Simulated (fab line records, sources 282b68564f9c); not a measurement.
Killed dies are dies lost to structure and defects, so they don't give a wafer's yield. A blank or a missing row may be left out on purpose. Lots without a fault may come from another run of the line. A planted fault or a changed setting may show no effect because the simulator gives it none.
A struck lot beside a sound one | flow rit_cmos | 17 steps out of a route of 202
Sound: wafers L709.1, L709.2, L709.3. Struck: wafers L715.1, L715.3, L715.5. The cause comes at the end.
At each step with rows: each side's tool, then ch and its chambers, then its first start. Under that, the readings that differ: sound wafers | struck wafers | difference of the means | sigmas: that difference in standard deviations of wafers without a fault.
alike: readings whose means differ by less than 2 such deviations, and words and numbers that are the same on both sides. not compared: withheld readings, readings that some wafer has no value for, bounds like >300 that may hide the same value, and numbers for which the record gives no deviation and whose values overlap.
The two part at a step that has a row with sigmas, a row that says differs or no value, or rows on one side only. Numbers that don't overlap but have no deviation are shown without sigmas and don't part them. A reading that every wafer of one side lacks parts them only if that side has two wafers or more.

RIT_PWELL_TW_MEAS_10:
  sound on film_metro-04, day 4 07:49; struck on film_metro-01, day 5 12:35
  alike: PWELL_TW
then, 1 step without rows for these wafers: RIT_WELLDRIVE_ANNEAL_00 (time 14700 s).
RIT_WELLDRIVE_RS_MEAS_01: measures by four-point-probe.
  sound on film_metro-03, day 4 14:23; struck on film_metro-03, day 5 17:43
  alike: NWELL_RS
RIT_WELLDRIVE_RS_MEAS_02: measures by four-point-probe.
  sound on film_metro-03, day 4 14:30; struck on film_metro-03, day 5 17:50
  alike: PWELL_RS
then, 6 steps without rows for these wafers: RIT_NRETRO_HMDS_00 (prime time 60 s); RIT_NRETRO_COAT_01 (resist thk 1300 nm); RIT_NRETRO_SOFTBAKE_02 (time 60 s); RIT_NRETRO_EXPOSE_03 (exposes mask M4, target cd 43900 nm); RIT_NRETRO_PEB_04; RIT_NRETRO_DEVELOP_05 (develop time 68 s).
RIT_NRETRO_OVL_MEAS_06:
  sound on overlay-01, day 4 15:37; struck on overlay-02, day 5 18:58
  alike: NRETRO_OVL
then, 1 step without rows for these wafers: RIT_NRETRO_HARDBAKE_07 (time 120 s).
RIT_NRETRO_IMPLANT_08:
  sound on implanter-01 ch 0, day 4 15:55; struck on implanter-01 ch 0, day 5 19:15
  alike: dose_ions_cm2, end_station_pressure_torr, faraday_current_uA, tilt_deg
RIT_NRETRO_STRIP_09: strips in O2, time 180 s.
  sound on plasma_asher-04 ch 0,1, day 4 16:04; struck on plasma_asher-02 ch 0,1, day 5 19:24
  alike: drypump_motor_current_A, rf_refl_power_W
  not compared: rf_hours_counter_h
RIT_NRETRO_TW_MEAS_10:
  sound on film_metro-04, day 4 16:14; struck on film_metro-02, day 5 19:35
  reading   | sound          | struck         | difference | sigmas
  NRETRO_TW | 1056 1062 1055 | 1020 1019 1024 | -37        | -6
then, 1 step without rows for these wafers: RIT_PRETRO_HMDS_00 (prime time 60 s).
RIT_M1_PROBE_99:
  sound on prober-02, day 5 21:44; struck on prober-02, day 6 23:43
  reading                                           | sound                    | struck                  | difference | sigmas
  model.etest.pmos_0p15.drive_ua_um_range           | 2.603 5.617 4.572        | 24.72 23.53 23.82       | +19.76     |
  model.etest.pmos_0p15.drive_ua_um_rim_less_centre | -0.1605 0.07441 -1.129   | -13.12 -11.75 -12.88    | -12.18     |
  model.etest.pmos_narrow.off_log10_a_um            | -12.72 -12.78 -12.93     | -12.62 -12.59 -12.43    | +0.26      |
  model.etest.pmos_0p3.off_log10_a_um               | -13.02 -12.88 -13.1      | -12.61 -12.53 -12.5     | +0.45      |
  model.etest.cap_p_gate.c_min_ff_um2               | 2.318 2.319 2.313        | 2.288 2.279 2.293       | -0.030     |
  model.etest.pmos_0p15.vt_v_range                  | 0.0111 0.004894 0.004493 | 0.05118 0.05297 0.05287 | +0.04551   |
  alike: killed_at_contacts, killed_at_front_end, killed_dies, killed_open, killed_short
  not compared: model.etest.pmos_narrow.drive_ua_um, model.etest.well_edge_right.line_ohm_um

WHERE THEY PART
Only at RIT_NRETRO_TW_MEAS_10, within this record. Later steps at which nothing parts them and some readings are alike: RIT_M1_PROBE_99.

WHY: what the simulator had put in
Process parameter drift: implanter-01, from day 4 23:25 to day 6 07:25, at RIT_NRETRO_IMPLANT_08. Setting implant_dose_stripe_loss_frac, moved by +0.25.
